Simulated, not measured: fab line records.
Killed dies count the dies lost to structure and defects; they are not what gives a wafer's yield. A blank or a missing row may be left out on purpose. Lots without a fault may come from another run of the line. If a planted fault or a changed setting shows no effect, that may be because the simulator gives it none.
Which tool did it? | flow rit cmos | Sampling: 13 lots, 39 wafers, 2 of 202 route steps

== WHAT THE GAUGES READ, wafer by wafer ==
RIT_ACTIVE_CD_MEAS_11: target cd 1400 nm. Usual: cd nm at 1399.9 nm, with a standard deviation of 2.1.
lot  | measured    | on        | cd nm (nm)           | flag
L816 | day 1 17:56 | cd sem-02 | 1401.7 1400.7 1401.0 |
L817 | day 1 20:10 | cd sem-01 | 1404.2 1401.8 1402.5 |
L818 | day 2 00:45 | cd sem-01 | 1396.4 1400.8 1398.9 |
L821 | day 2 15:29 | cd sem-02 | 1402.8 1402.2 1402.0 |
L822 | day 2 20:43 | cd sem-02 | 1400.6 1399.1 1399.2 |
L825 | day 3 11:29 | cd sem-02 | 1277.2 1275.3 1275.4 | OFF
L830 | day 4 12:36 | cd sem-02 | 1396.9 1398.1 1399.4 |
L831 | day 4 17:29 | cd sem-01 | 1399.8 1400.1 1398.7 |
L835 | day 5 14:47 | cd sem-01 | 1397.8 1396.2 1396.4 |
L836 | day 5 18:43 | cd sem-02 | 1399.0 1398.0 1398.4 |
L837 | day 6 00:44 | cd sem-01 | 1403.4 1403.4 1401.5 |
L838 | day 6 04:43 | cd sem-02 | 1400.7 1399.8 1402.7 |
L839 | day 6 10:34 | cd sem-02 | 1397.9 1399.3 1397.5 |

== WHICH TOOL RAN EACH LOT (tool, then ch and the chambers of the sampled wafers, then the start) ==
lot  | RIT_ACTIVE_EXPOSE_08
L816 | iline stepper-01 ch 0, day 1 17:32
L817 | iline stepper-02 ch 0, day 1 19:46
L818 | iline stepper-01 ch 0, day 2 00:20
L821 | iline stepper-02 ch 0, day 2 15:05
L822 | iline stepper-01 ch 0, day 2 20:19
L825 | iline stepper-01 ch 0, day 3 11:05
L830 | iline stepper-02 ch 0, day 4 12:12
L831 | iline stepper-02 ch 0, day 4 17:05
L835 | iline stepper-01 ch 0, day 5 14:23
L836 | iline stepper-02 ch 0, day 5 18:19
L837 | iline stepper-01 ch 0, day 6 00:20
L838 | iline stepper-02 ch 0, day 6 04:19
L839 | iline stepper-01 ch 0, day 6 10:10
- RIT_ACTIVE_EXPOSE_08: exposes mask M1, target cd 1400 nm.

== AS READ BY THE TOOLS THEMSELVES (means over the sampled wafers that have a number; for cases with no such wafer, the mark the record gives instead) ==
The record holds no such reading with a usual standard deviation.

== THE ANSWER, worked out from the rows above alone ==
Rule: lot off if the mean of its wafers having a number is beyond 3 standard deviations from the usual mean. Also off: a lot with no number at a reading for which 4 or more lots have one. Where the step has rows for the other lots, those lots are counted as sound. The gauges are gone through in route order, then the tools' own readings, and for those a lot's mean is taken as printed above. The first step at which some lot is off is used, and at that step the reading that is off furthest; a lot without a number counts as furthest.
Off at RIT_ACTIVE_CD_MEAS_11 (cd nm): L825.
A tool fits if, at a process step before that reading, it ran every lot that is off, and no sound lot after the first of them. The gauges at RIT_ACTIVE_CD_MEAS_11 are tried like those tools. Of those tried, none fits.

== WHAT HAD BEEN PUT IN BY THE SIMULATOR ==
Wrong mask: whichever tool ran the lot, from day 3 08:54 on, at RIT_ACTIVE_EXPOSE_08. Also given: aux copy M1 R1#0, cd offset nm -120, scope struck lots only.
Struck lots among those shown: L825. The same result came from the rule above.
